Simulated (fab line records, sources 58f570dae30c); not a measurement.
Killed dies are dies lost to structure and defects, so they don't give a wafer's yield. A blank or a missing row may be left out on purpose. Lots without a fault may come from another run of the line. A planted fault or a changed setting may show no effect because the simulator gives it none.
fab line records | flow berkeley_cmos170
record lots=6 wafers=18 last_day=12
route steps=331 shown BACKSIDE@202 SDANNEAL@204 PSD@206 NSD@207 PLDD@208 NLDD@209 SILICIDE@210
lots that met no fault: from a run of the same line without faults
start_h: hours from the record's first day to the start of the lot's first wafer shown | wait_h: hours since the lot's step before | " the same as in the row above | L1.1+2: a row that stands for several wafers | - no value, or no start given | * or withheld: withheld | < > ~ a bound
route shown NAME@n: a module of which the file shows steps, and the number in the route of the first | usual: mean/standard deviation of fault-free wafers | same: alike in all rows | chamber/n: place in a boat | sites: the reading at each site | _std_site: their standard deviation | _edge_site: outer sites' mean less inner sites' | radius_mm: how far each site lies from the wafer's centre | mask NAME#n: copy n | behind: the tool/chamber that last shaped the wafer | hold: why the lot was held/for how many hours/how that ended | device: the transistor (n, p or np) that didn't switch | end of line: the same wafers' tests at the end of the route | a step without rows: its recipe alone | killed: dies lost to structure and defects at the first sort, not the wafer's yield | map: a wafer's dies, x killed, . not, _ none there
set.NAME: the setting as run; set.NAME@STEP: as run at that earlier step | model.NAME: the simulator's own value behind a step, which no gauge read
lots at some steps of the route; a table a step, a row a wafer
services: from which hour (start_h, from the record's first day; less than 0 if before it) a tool's chamber was out of use, for how many hours, and why
## steps
# step UCB170_BACKSIDE_STRIP_03
# recipe chemistry=O2 power_w=400 pressure_mtorr=3500 platen_temp_c=withheld o2_flow_sccm=400 overash_fraction=0.5
# usual drypump_motor_current_A=5.8/0.54 oes_product_au=0.735/0.0041 strip_time_to_endpoint_s=22.35/0.076
# columns lot.wafer tool chamber start_h wait_h drypump_motor_current_A oes_product_au rf_hours_counter_h strip_time_to_endpoint_s
L926.1 plasma_asher-01 1 153.06 0.1 5.8 0.738 36 22.44
L926.3 " 0 " " 6.6 0.731 - 22.43
L926.4 " 1 " " 5.9 0.740 - 22.44
L924.1 plasma_asher-04 0 153.27 0.1 6.2 0.732 42 22.47
L924.2 " 1 " " 4.9 0.731 42 22.38
L924.4 " 0 " " 6.2 0.733 - 22.45
L935.2 plasma_asher-04 0 203.30 0.1 6.2 0.738 46 22.43
L935.4 " 0 " " 6.2 0.731 - 22.50
L935.6 " 0 " " 6.2 0.734 - 22.50
L936.2 plasma_asher-01 1 208.60 0.1 5.8 0.735 42 22.29
L936.4 " 0 " " 6.6 0.732 - 22.36
L936.5 " 0 " " 6.6 0.737 - 22.31
L942.1 plasma_asher-01 0 247.96 0.1 6.6 0.735 47 22.37
L942.2 " 1 " " 5.8 0.732 47 22.40
L942.4 " 0 " " 6.6 0.735 - 22.44
L946.4 plasma_asher-04 1 258.69 0.1 4.9 0.732 - 22.29
L946.5 " 0 " " 6.2 0.731 - 22.34
L946.6 " 1 " " 4.9 0.731 - 22.28
# step UCB170_BACKSIDE_CLEAN_04
# recipe chemistry=SPM temp_c=120 time_s=600
# step UCB170_SDANNEAL_RTA_00
# recipe temp_c=900 time_s=10 ambient=N2
# usual anneal_temp_c_max=903.6/1 chamber_o2_ppm=2.001/0.022 lamp_power_pct=23.0/2.7 wafer_temp_C_max=903.5/0.78
# columns lot.wafer tool chamber start_h wait_h anneal_temp_c_max chamber_o2_ppm lamp_power_pct wafer_temp_C_max
L926.1 rtp_anneal-02 0 153.37 0.0 904.5 2.005 20.3 902.7
L926.3 " 0 " " 905.6 1.976 20.3 903.4
L926.4 " 0 " " 903.5 2.005 20.4 903.1
L924.1 rtp_anneal-02 0 155.15 0.0 905.7 2.032 20.4 902.5
L924.2 " 0 " " 906.4 2.003 20.3 903.6
L924.4 " 0 " " 903.7 2.015 20.3 902.9
L935.2 rtp_anneal-01 0 203.59 0.0 902.9 2.026 25.8 903.0
L935.4 " 0 " " 902.9 2.019 25.7 903.6
L935.6 " 0 " " 902.1 1.970 25.8 903.0
L936.2 rtp_anneal-02 0 208.88 0.0 904.0 1.991 20.4 903.4
L936.4 " 0 " " 903.4 1.980 20.4 903.8
L936.5 " 0 " " 904.5 1.972 20.4 903.3
L942.1 rtp_anneal-02 0 248.23 0.0 905.7 2.004 20.3 904.3
L942.2 " 0 " " 903.1 2.008 20.3 904.6
L942.4 " 0 " " 904.1 1.990 20.4 904.3
L946.4 rtp_anneal-02 0 259.02 0.0 904.5 1.998 20.4 902.7
L946.5 " 0 " " 904.0 2.007 20.4 903.2
L946.6 " 0 " " 904.2 1.991 20.4 902.0
# step UCB170_SDANNEAL_RTA_01
# recipe temp_c=1050 time_s=5 ambient=N2
# usual anneal_temp_c_max=1054.0/1 chamber_o2_ppm=2.002/0.023 lamp_power_pct=36/4.2 wafer_temp_C_max=1054.1/0.95
# columns lot.wafer tool chamber start_h wait_h anneal_temp_c_max chamber_o2_ppm lamp_power_pct wafer_temp_C_max
L926.1 rtp_anneal-02 0 153.50 0.1 1056.4 2.004 31 1054.9
L926.3 " 0 " " 1054.5 2.048 31 1054.6
L926.4 " 0 " " 1054.7 2.027 31 1053.2
L924.1 rtp_anneal-02 0 155.29 0.1 1054.2 1.969 31 1055.8
L924.2 " 0 " " 1054.0 1.993 31 1055.1
L924.4 " 0 " " 1053.8 1.972 31 1054.3
L935.2 rtp_anneal-01 0 203.65 0.1 1052.6 1.994 40 1054.3
L935.4 " 0 " " 1053.8 2.020 40 1054.6
L935.6 " 0 " " 1052.7 1.986 40 1054.1
L936.2 rtp_anneal-02 0 208.95 0.1 1054.9 1.994 31 1053.0
L936.4 " 0 " " 1055.3 2.014 31 1054.7
L936.5 " 0 " " 1055.7 1.990 31 1053.4
L942.1 rtp_anneal-02 0 248.30 0.1 1054.5 2.026 31 1054.0
L942.2 " 0 " " 1055.4 1.994 31 1053.3
L942.4 " 0 " " 1055.0 1.985 31 1054.8
L946.4 rtp_anneal-02 0 259.08 0.1 1054.9 2.015 31 1054.5
L946.5 " 0 " " 1055.0 2.016 31 1054.0
L946.6 " 0 " " 1053.8 2.016 31 1055.3
# step UCB170_SDANNEAL_RS_MEAS_02
# recipe thk_meas_gauge=four-point-probe
# usual PSD_RS=75.5/0.32
# columns lot.wafer tool chamber start_h wait_h PSD_RS[ohm/sq]
L926.1 film_metro-02 - 153.62 0.1 75.8
L926.3 " - " " 75.9
L926.4 " - " " 75.9
L924.1 film_metro-01 - 155.67 0.4 75.3
L924.2 " - " " 75.4
L924.4 " - " " 75.1
L935.2 film_metro-04 - 203.72 0.1 75.2
L935.4 " - " " 75.0
L935.6 " - " " 75.1
L936.2 film_metro-01 - 209.02 0.1 75.7
L936.4 " - " " 75.6
L936.5 " - " " 76.0
L942.1 film_metro-04 - 248.36 0.0 75.2
L942.2 " - " " 75.3
L942.4 " - " " 75.3
L946.4 film_metro-01 - 259.17 0.1 75.6
L946.5 " - " " 75.5
L946.6 " - " " 75.7
# step UCB170_SDANNEAL_RS_MEAS_03
# recipe thk_meas_gauge=four-point-probe
# usual NSD_RS=37.28/0.078
# columns lot.wafer tool chamber start_h wait_h NSD_RS[ohm/sq]
L926.1 film_metro-02 - 153.74 0.1 37.24
L926.3 " - " " 37.22
L926.4 " - " " 37.30
L924.1 film_metro-01 - 155.79 0.1 37.39
L924.2 " - " " 37.28
L924.4 " - " " 37.36
L935.2 film_metro-04 - 203.84 0.1 37.34
L935.4 " - " " 37.16
L935.6 " - " " 37.17
L936.2 film_metro-01 - 209.14 0.1 37.35
L936.4 " - " " 37.40
L936.5 " - " " 37.40
L942.1 film_metro-04 - 248.48 0.1 37.17
L942.2 " - " " 37.28
L942.4 " - " " 37.17
L946.4 film_metro-01 - 259.29 0.1 37.30
L946.5 " - " " 37.40
L946.6 " - " " 37.31
# step UCB170_SDANNEAL_RS_MEAS_04
# recipe thk_meas_gauge=four-point-probe
# usual PLDD_RS=1031.2/2.8
# columns lot.wafer tool chamber start_h wait_h PLDD_RS[ohm/sq]
L926.1 film_metro-02 - 153.86 0.1 1031.2
L926.3 " - " " 1028.0
L926.4 " - " " 1031.3
L924.1 film_metro-01 - 155.91 0.1 1032.4
L924.2 " - " " 1030.6
L924.4 " - " " 1032.9
L935.2 film_metro-04 - 203.96 0.1 1033.7
L935.4 " - " " 1031.1
L935.6 " - " " 1031.4
L936.2 film_metro-01 - 209.26 0.1 1032.3
L936.4 " - " " 1034.1
L936.5 " - " " 1035.9
L942.1 film_metro-04 - 248.60 0.1 1029.4
L942.2 " - " " 1030.5
L942.4 " - " " 1031.2
L946.4 film_metro-01 - 259.41 0.1 1029.7
L946.5 " - " " 1033.0
L946.6 " - " " 1030.6
# step UCB170_SDANNEAL_RS_MEAS_05
# recipe thk_meas_gauge=four-point-probe
# usual NLDD_RS=616.4/1.3
# columns lot.wafer tool chamber start_h wait_h NLDD_RS[ohm/sq]
L926.1 film_metro-02 - 153.98 0.1 616.5
L926.3 " - " " 618.6
L926.4 " - " " 618.7
L924.1 film_metro-01 - 156.03 0.1 619.3
L924.2 " - " " 617.3
L924.4 " - " " 617.7
L935.2 film_metro-04 - 204.08 0.1 616.1
L935.4 " - " " 616.2
L935.6 " - " " 616.0
L936.2 film_metro-01 - 209.38 0.1 616.4
L936.4 " - " " 618.3
L936.5 " - " " 618.7
L942.1 film_metro-04 - 248.72 0.1 617.4
L942.2 " - " " 617.1
L942.4 " - " " 617.9
L946.4 film_metro-01 - 259.53 0.1 617.9
L946.5 " - " " 615.3
L946.6 " - " " 618.4
# step UCB170_SILICIDE_PRE_CLEAN_00
# recipe gas=Ar preclean_etch_time_s=60
# step UCB170_SILICIDE_SPUTTER_01
# recipe material=Ti target_thk_nm=30 time_s=25 power_w=1500 chamber_pressure_pa=0.5
# usual throttle_valve_pct=30.5/1
# columns lot.wafer tool chamber start_h wait_h throttle_valve_pct
L926.1 pvd_sputter-04 - 154.16 0.0 30.5
L926.3 " - " " 30.2
L926.4 " - " " 30.9
L924.1 pvd_sputter-04 - 156.22 0.0 30.9
L924.2 " - " " 30.6
L924.4 " - " " 30.6
L935.2 pvd_sputter-02 - 204.25 0.0 32.7
L935.4 " - " " 30.7
L935.6 " - " " 32.6
L936.2 pvd_sputter-04 - 209.55 0.0 30.5
L936.4 " - " " 30.2
L936.5 " - " " 30.8
L942.1 pvd_sputter-04 - 248.91 0.0 30.9
L942.2 " - " " 30.1
L942.4 " - " " 30.5
L946.4 pvd_sputter-04 - 259.66 0.0 30.6
L946.5 " - " " 30.7
L946.6 " - " " 30.1
# step UCB170_SILICIDE_RS_MEAS_02
# recipe thk_meas_gauge=four-point-probe reads=Ti_of_SILICIDE_SPUTTER_01
# usual SILICIDE_TI_RS=26.1/0.37
# columns lot.wafer tool chamber start_h wait_h SILICIDE_TI_RS[ohm/sq]
L926.1 film_metro-01 - 154.19 0.0 26.6
L926.3 " - " " 26.2
L926.4 " - " " 25.7
L924.1 film_metro-01 - 156.25 0.0 26.0
L924.2 " - " " 26.8
L924.4 " - " " 26.6
L935.2 film_metro-01 - 204.30 0.0 26.5
L935.4 " - " " 26.4
L935.6 " - " " 26.5
L936.2 film_metro-03 - 209.60 0.0 25.8
L936.4 " - " " 25.4
L936.5 " - " " 25.6
L942.1 film_metro-03 - 248.94 0.0 25.6
L942.2 " - " " 25.7
L942.4 " - " " 25.7
L946.4 film_metro-03 - 259.75 0.1 25.8
L946.5 " - " " 25.7
L946.6 " - " " 26.1
# step UCB170_SILICIDE_THK_MEAS_03
# recipe thk_meas_gauge=xrf reads=Ti_of_SILICIDE_SPUTTER_01
# usual SILICIDE_TI_THK=30.5/0.34
# columns lot.wafer tool chamber start_h wait_h SILICIDE_TI_THK[nm]
L926.1 film_metro-01 - 154.31 0.1 29.9
L926.3 " - " " 30.5
L926.4 " - " " 31.0
L924.1 film_metro-01 - 156.37 0.1 30.8
L924.2 " - " " 30.0
L924.4 " - " " 30.0
L935.2 film_metro-01 - 204.41 0.1 30.4
L935.4 " - " " 30.4
L935.6 " - " " 30.3
L936.2 film_metro-03 - 209.71 0.1 30.8
L936.4 " - " " 31.0
L936.5 " - " " 30.8
L942.1 film_metro-03 - 249.06 0.1 30.9
L942.2 " - " " 31.0
L942.4 " - " " 30.9
L946.4 film_metro-03 - 259.84 0.1 30.7
L946.5 " - " " 30.8
L946.6 " - " " 30.4
# step UCB170_SILICIDE_RTA_04
# recipe temp_c=650 time_s=15 ambient=N2
# usual anneal_temp_c_max=652.6/0.56 chamber_o2_ppm=1.997/0.019 lamp_power_pct=10.0/1.2 wafer_temp_C_max=652.5/0.58
# columns lot.wafer tool chamber start_h wait_h anneal_temp_c_max chamber_o2_ppm lamp_power_pct wafer_temp_C_max
L926.1 rtp_anneal-01 0 154.37 0.1 652.6 1.983 11.0 652.2
L926.3 " 0 " " 651.9 1.959 11.0 651.8
L926.4 " 0 " " 652.9 1.992 11.0 652.0
L924.1 rtp_anneal-02 0 156.43 0.1 652.1 1.983 8.7 653.0
L924.2 " 0 " " 653.2 1.984 8.7 651.9
L924.4 " 0 " " 652.8 1.980 8.7 652.8
L935.2 rtp_anneal-01 - 204.47 0.1 - - - -
L935.4 " - " " - - - -
L935.6 " - " " - - - -
L936.2 rtp_anneal-01 - 209.77 0.1 - - - -
L936.4 " - " " - - - -
L936.5 " - " " - - - -
L942.1 rtp_anneal-02 0 249.12 0.1 652.4 2.030 8.7 653.3
L942.2 " 0 " " 651.8 1.980 8.7 652.5
L942.4 " 0 " " 652.1 2.018 8.7 651.9
L946.4 rtp_anneal-02 0 259.91 0.1 653.5 2.002 8.7 652.8
L946.5 " 0 " " 653.6 2.027 8.7 652.3
L946.6 " 0 " " 652.6 2.008 8.7 653.0
# step UCB170_SILICIDE_WET_ETCH_05
# recipe chemistry=SPM time_s=45 temp_c=120 target=Ti
## services
# columns tool chamber start_h hours kind
pvd_sputter-04 - 132.86 1.8 repair
plasma_asher-04 - 171.55 7.5 repair
pvd_sputter-02 - 171.89 7.3 repair
plasma_asher-04 - 174.15 1.8 repair
pvd_sputter-04 - 210.34 3.4 repair
pvd_sputter-04 - 217.50 23.0 repair
plasma_asher-01 - 223.40 2.8 pm
plasma_asher-01 - 256.51 1.7 repair
## key
first_sign step=UCB170_SILICIDE_RTA_04 reading=tool_record direction=missing
effect none on later readings
met_at UCB170_SILICIDE_RTA_04
struck_wafers L935.2,L935.4,L935.6,L936.2,L936.4,L936.5
later_rows_left_out L935.2,L935.4,L935.6,L936.2,L936.4,L936.5
sort_left_out L935.2,L935.4,L935.6,L936.2,L936.4,L936.5
tester_left_out L935,L936
onset_between 154.37 204.47
fault kind=skipped_step_whole tool=rtp_anneal-01 chamber=- onset_h=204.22 steps=UCB170_SILICIDE_RTA_04 scope=struck_lots_only
# tester_left_out: of these lots the tester's yield and bins aren't shown, on N5 and GAA mostly nor the transistor test; their killed dies are dies lost to structure and defects alone, not to doping, threshold or leakage, so they don't give the yield
# sort_left_out: the simulated sort isn't trusted on such a fault, so these wafers' sort isn't shown, and their yield isn't known
# later_rows_left_out: the simulator's readings of these wafers behind a module that went badly wrong aren't trusted and aren't shown, but for the sort
